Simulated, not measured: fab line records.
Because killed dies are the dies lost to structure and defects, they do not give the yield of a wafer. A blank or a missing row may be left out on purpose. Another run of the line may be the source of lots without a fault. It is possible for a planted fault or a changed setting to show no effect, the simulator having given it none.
2 desks looking at one fault    flow berkeleyCmos170    only its own numbers are on each desk; what lay behind them is given at the end

AT THE METROLOGY DESK
Means of the sampled wafers that have a number, per lot and without regard to the tool the lot ran on: this is what the gauges read. If a lot's mean is further than 4 standard deviations from the usual mean, the lot is out of limits and carries the mark OUT (the distance appears in the brackets).
Columns: A = V2_OVL at UCB170_V2_OVL_MEAS_13, usual 1 nm
lot   first seen here  A
L995  day 8 23:30      1
L996  day 8 23:46      4
L998  day 9 10:49      1
L997  day 9 11:40      9
L103  day 10 15:33     2
L105  day 11 08:36     -2
L107  day 11 09:04     -10
L108  day 11 09:11     4
L110  day 12 05:16     -9
L113  day 12 14:14     -5
L112  day 12 15:43     17
L115  day 13 00:28     -3
L117  day 13 03:11     6
L114  day 13 05:29     1
This desk found nothing out of limits on any of the 14 lots.

DESK OF THE TOOL OWNER: furnace-01
The tool's own readings at UCB170_START_OXIDATION_02 (target thk 20 nm, ox time 1800 s): means of the sampled wafers that have a number, for each lot that ran on this tool. If a lot's mean is further than 4 standard deviations from the usual mean, the lot is out of limits and carries the mark OUT (the distance appears in the brackets).
Columns: A = zonePowerSourcePct at UCB170_START_OXIDATION_02, usual 30.3 %
lot   first seen here  A
L995  day 1 14:06      31.3
L997  day 1 23:53      31.3
L105  day 3 16:11      31.3
L107  day 4 03:12      31.5
L108  day 4 07:27      31.3
This desk found nothing out of limits on any of the 5 lots.

ALL TOGETHER
From the metrology desk's view, nothing was out of limits.
The tool owner's desk saw nothing out of limits.

WHAT THE SIMULATOR HAD INSERTED
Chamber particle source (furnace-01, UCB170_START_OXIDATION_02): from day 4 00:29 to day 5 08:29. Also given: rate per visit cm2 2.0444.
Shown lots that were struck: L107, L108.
